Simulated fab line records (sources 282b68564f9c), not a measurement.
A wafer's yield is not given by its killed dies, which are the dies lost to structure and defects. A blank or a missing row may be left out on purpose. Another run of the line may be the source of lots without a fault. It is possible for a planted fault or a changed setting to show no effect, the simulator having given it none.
A struck lot beside a sound one / flow rit cmos / 44 steps out of a route of 202
Sound: wafers L310.1, L310.4, L310.5. Wafers L319.2, L319.5, L319.6 were the ones struck. The cause is given at the end.
Per side, at each step with rows, come the tool, then ch with its chambers, and then its first start. Under that, the readings that differ: sound wafers / struck wafers / difference of the means / sigmas: that difference in standard deviations of wafers without a fault.
alike: a reading whose means differ by less than 2 such deviations, as well as words and numbers matching on both sides. not compared: withheld readings; readings where some wafer has no value; bounds like >300 that might hide an equal value; numbers whose values overlap and for which the record gives no deviation.
Wherever a step has rows on one side only, a row that says differs or no value, or a row with sigmas, the two part there. Numbers that have no deviation but don't overlap get no sigmas and don't part them. A reading missing from all wafers of one side parts the sides only when that side holds two or more wafers.

first, 2 steps without rows for these wafers: RIT_NLDD_HARDBAKE_07 (time 60 s); RIT_NLDD_IMPLANT_08.
RIT_NLDD_STRIP_09: strips in O2, time 180 s.
  sound on plasma asher-03 ch 0,1, day 4 11:04; struck on plasma asher-03 ch 0,1, day 6 05:51
  alike: drypump motor current A
  not compared: rf hours counter h
RIT_NLDD_TW_MEAS_10:
  struck on film metro-01, day 6 06:02; sound on film metro-04, day 4 11:14
reading=NLDD_TW; sound=2499 2486 2487; struck=2524 2525 2529; difference=+35; sigmas=+3
then, 6 steps without rows for these wafers: RIT_PLDD_HMDS_00 (prime time 60 s); RIT_PLDD_COAT_01 (resist thk 1000 nm); RIT_PLDD_SOFTBAKE_02 (time 60 s); RIT_PLDD_EXPOSE_03 (exposes mask M8, target cd 40900 nm); RIT_PLDD_PEB_04; RIT_PLDD_DEVELOP_05 (develop time 50 s).
RIT_PLDD_OVL_MEAS_06:
  struck on overlay-01, day 6 07:04; sound on overlay-01, day 4 12:17
  alike: PLDD_OVL
then, 1 step without rows for these wafers: RIT_PLDD_HARDBAKE_07 (time 60 s).
RIT_PLDD_IMPLANT_08:
  sound on implanter-01 ch 0, day 4 12:28; struck on implanter-01 ch 0, day 6 07:16
reading=beam on s (s); sound=9.80 9.97 9.75; struck=14.01 14.77 13.90; difference=+4.39; sigmas=+22
reading=faraday current uA; sound=2863 2830 2886; struck=2007 1903 2036; difference=-878; sigmas=-16
  alike: beam energy keV
RIT_PLDD_STRIP_09: strips in O2, time 180 s.
  sound on plasma asher-04 ch 1, day 4 12:37; struck on plasma asher-02 ch 0,1, day 6 07:24
  alike: drypump motor current A
  not compared: rf hours counter h
RIT_PLDD_TW_MEAS_10:
  struck on film metro-01, day 6 07:35; sound on film metro-04, day 4 12:47
reading=PLDD_TW; sound=2366 2361 2358; struck=2591 2596 2608; difference=+237; sigmas=+20
then, 4 steps without rows for these wafers: RIT_SPACER_CLEAN_00 (cleans in SC1, time 600 s); RIT_SPACER_CLEAN_01 (cleans in dHF, time 30 s); RIT_SPACER_CLEAN_02 (cleans in SC2, time 600 s); RIT_SPACER_CVD_03 (deposits Si3N4 from SiH2Cl2/NH3, target thk 250 nm, time 3300 s).
RIT_SPACER_THK_MEAS_04:
  struck on film metro-02, day 6 11:01; sound on film metro-03, day 4 15:29
  alike: SPACER_NITRIDE_THK
RIT_SPACER_ETCHBACK_05: etches Si3N4 in SF6/CHF3, stops on SiO2, target depth 250 nm, time 240 s.
  sound on rie diel-01 ch 0,2, day 4 15:33; struck on rie diel-04 ch 2,3, day 6 11:04
reading=drypump motor current A (A); sound=5.7 6.5 5.7; struck=4.7 4.7 5.1; difference=-1.1; sigmas=-2
  alike: SF6_flow_sccm, oes product au, rf fwd power W, throttle valve pct
  not compared: rf hours counter h
then, 6 steps without rows for these wafers: RIT_NSD_HMDS_00 (prime time 60 s); RIT_NSD_COAT_01 (resist thk 1000 nm); RIT_NSD_SOFTBAKE_02 (time 60 s); RIT_NSD_EXPOSE_03 (exposes mask M9, target cd 40700 nm); RIT_NSD_PEB_04; RIT_NSD_DEVELOP_05 (develop time 50 s).
RIT_NSD_OVL_MEAS_06:
  struck on overlay-01, day 6 12:16; sound on overlay-02, day 4 16:40
  alike: NSD_OVL
then, 2 steps without rows for these wafers: RIT_NSD_HARDBAKE_07 (time 60 s); RIT_NSD_IMPLANT_08.
RIT_NSD_STRIP_09: strips in O2, time 180 s.
  sound on plasma asher-03 ch 0,1, day 4 17:01; struck on plasma asher-02 ch 0,1, day 6 12:36
reading=drypump motor current A (A); sound=6.19 6.17 5.89; struck=5.36 5.80 5.35; difference=-0.58; sigmas=-2
  not compared: rf hours counter h
RIT_NSD_TW_MEAS_10:
  struck on film metro-01, day 6 12:47; sound on film metro-01, day 4 17:11
  alike: NSD_TW
then, 6 steps without rows for these wafers: RIT_PSD_HMDS_00 (prime time 60 s); RIT_PSD_COAT_01 (resist thk 1000 nm); RIT_PSD_SOFTBAKE_02 (time 60 s); RIT_PSD_EXPOSE_03 (exposes mask M10, target cd 40900 nm); RIT_PSD_PEB_04; RIT_PSD_DEVELOP_05 (develop time 50 s).
RIT_PSD_OVL_MEAS_06:
  struck on overlay-02, day 6 13:49; sound on overlay-01, day 4 18:25
  alike: PSD_OVL
then, 2 steps without rows for these wafers: RIT_PSD_HARDBAKE_07 (time 60 s); RIT_PSD_IMPLANT_08.
RIT_PSD_STRIP_09: strips in O2, time 180 s.
  sound on plasma asher-01 ch 0,1, day 4 18:46; struck on plasma asher-01 ch 0,1, day 6 14:09
  alike: drypump motor current A
  not compared: rf hours counter h
RIT_SDANNEAL_RS_MEAS_06: the measuring method here is four-point-probe.
  struck on film metro-02, day 6 15:04; sound on film metro-04, day 4 19:40
reading=PLDD_RS (ohm/sq); sound=178.9 179.2 179.4; struck=160.5 159.7 160.2; difference=-19.0; sigmas=-46
RIT_M1_PROBE_99:
  struck on prober-01, day 6 22:16; sound on prober-02, day 5 02:41
reading=model.etest.pmos_0p15.r on ohm um; sound=2796 2723 2717; struck=2705 2680 2599; difference=-84; sigmas=
reading=model.etest.pldd.rs ohm sq; sound=486.3 479.7 494.9; struck=438.4 409.5 406.1; difference=-69.0; sigmas=
reading=model.etest.pldd.line ohm um; sound=152.3 148.8 151.3; struck=136.9 129 129.5; difference=-19.0; sigmas=
  alike: killed_at_M0_to_M3, killed at contacts, killed at front end, killed dies, killed on rim, killed open, killed short
  not compared: model.etest.pmos turned.r on ohm um, model.etest.pmos turned.drive ua um, model.etest.pmos_0p15.drive ua um, model.etest.pmos_0p15.off log10 a um, model.etest.retro edge pmos.off log10 a um

== WHERE THEY PART ==
Last at RIT_SDANNEAL_RS_MEAS_06 as far as this record goes, first at RIT_NLDD_TW_MEAS_10. Later steps at which nothing parts them and some readings are alike: RIT_M1_PROBE_99.

WHY: what the simulator had put in
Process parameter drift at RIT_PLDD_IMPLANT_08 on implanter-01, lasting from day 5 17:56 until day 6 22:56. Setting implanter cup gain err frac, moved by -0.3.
